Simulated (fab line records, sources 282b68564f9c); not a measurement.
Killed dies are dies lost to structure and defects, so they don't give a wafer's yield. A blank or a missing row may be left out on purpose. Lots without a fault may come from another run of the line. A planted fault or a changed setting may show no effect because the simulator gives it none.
A struck lot beside a sound one | flow rit_cmos | 18 steps out of a route of 202
Sound: wafers L996.2, L996.4, L996.5. Struck: wafers L101.2, L101.4, L101.6. The cause comes at the end.
At each step with rows: each side's tool, then ch and its chambers, then its first start. Under that, the readings that differ: sound wafers | struck wafers | difference of the means | sigmas: that difference in standard deviations of wafers without a fault.
alike: readings whose means differ by less than 2 such deviations, and words and numbers that are the same on both sides. not compared: withheld readings, readings that some wafer has no value for, bounds like >300 that may hide the same value, and numbers for which the record gives no deviation and whose values overlap.
The two part at a step that has a row with sigmas, a row that says differs or no value, or rows on one side only. Numbers that don't overlap but have no deviation are shown without sigmas and don't part them. A reading that every wafer of one side lacks parts them only if that side has two wafers or more.

first, 2 steps without rows for these wafers: RIT_ACTIVE_CLEAN_17 (cleans in SC2, time 600 s); RIT_FOX1_OXIDATION_00 (target thk 350.7 nm, ox time 1130 s).
RIT_FOX1_THK_MEAS_01:
  sound on film_metro-03, day 2 04:42; struck on film_metro-01, day 3 00:28
  alike: FOX1_OXIDE_THK
then, 2 steps without rows for these wafers: RIT_FOX1_WET_ETCH_02 (etches SiO2 in BOE, target depth 350 nm, time 390 s); RIT_FOX2_OXIDATION_00 (target thk 350.7 nm, ox time 1130 s).
RIT_FOX2_THK_MEAS_01:
  sound on film_metro-02, day 2 07:28; struck on film_metro-02, day 3 02:01
  alike: FOX2_OXIDE_THK
then, 2 steps without rows for these wafers: RIT_FOX2_CLEAN_02 (cleans in dHF, time 180 s); RIT_FOX2_WET_ETCH_03 (etches Si3N4 in H3PO4, target depth 195 nm, time 2700 s).
RIT_FOX2_THK_MEAS_90:
  sound on film_metro-01, day 2 08:24; struck on film_metro-01, day 3 02:58
  alike: FIELD_OXIDE_LEFT_1_THK
then, 3 steps without rows for these wafers: RIT_NWELL_HMDS_00 (prime time 60 s); RIT_NWELL_COAT_01 (resist thk 1300 nm); RIT_NWELL_SOFTBAKE_02 (time 60 s).
RIT_NWELL_EXPOSE_03: exposes mask M2, target cd 43900 nm.
  sound on iline_stepper-01 ch 0, day 2 09:03; struck on iline_stepper-01 ch 0, day 3 03:31
  reading                       | sound                      | struck               | difference | sigmas
  model.NWELL.overlay_x_nm (nm) | -0.03868 -0.03868 -0.03868 | -179.9 -179.9 -179.9 | -179.9     |
  alike: mask, focus_offset_nm
then, 2 steps without rows for these wafers: RIT_NWELL_PEB_04; RIT_NWELL_DEVELOP_05 (develop time 68 s).
RIT_NWELL_OVL_MEAS_06:
  sound on overlay-01, day 2 09:28; struck on overlay-02, day 3 03:55
  reading        | sound        | struck               | difference | sigmas
  NWELL_OVL (nm) | 1.5 1.3 -0.5 | -178.8 -178.3 -180.2 | -179.9     | -99 or more
then, 1 step without rows for these wafers: RIT_NWELL_HARDBAKE_07 (time 120 s).
RIT_M1_PROBE_99:
  sound on prober-01, day 4 02:05; struck on prober-02, day 4 19:43
  reading                                 | sound             | struck            | difference | sigmas
  model.etest.well_edge_right.line_ohm_um | 182.1 181.9 181.7 | 196.7 193.6 193.3 | +12.6      |
  model.etest.well_edge_left.line_ohm_um  | 184.2 182.1 180.9 | 177.6 173 174.7   | -7.3       |
  alike: killed_at_contacts, killed_at_front_end, killed_dies, killed_on_rim, killed_open, killed_short

WHERE THEY PART
Only at RIT_NWELL_OVL_MEAS_06, within this record. Later steps at which nothing parts them and some readings are alike: RIT_M1_PROBE_99.

WHY: what the simulator had put in
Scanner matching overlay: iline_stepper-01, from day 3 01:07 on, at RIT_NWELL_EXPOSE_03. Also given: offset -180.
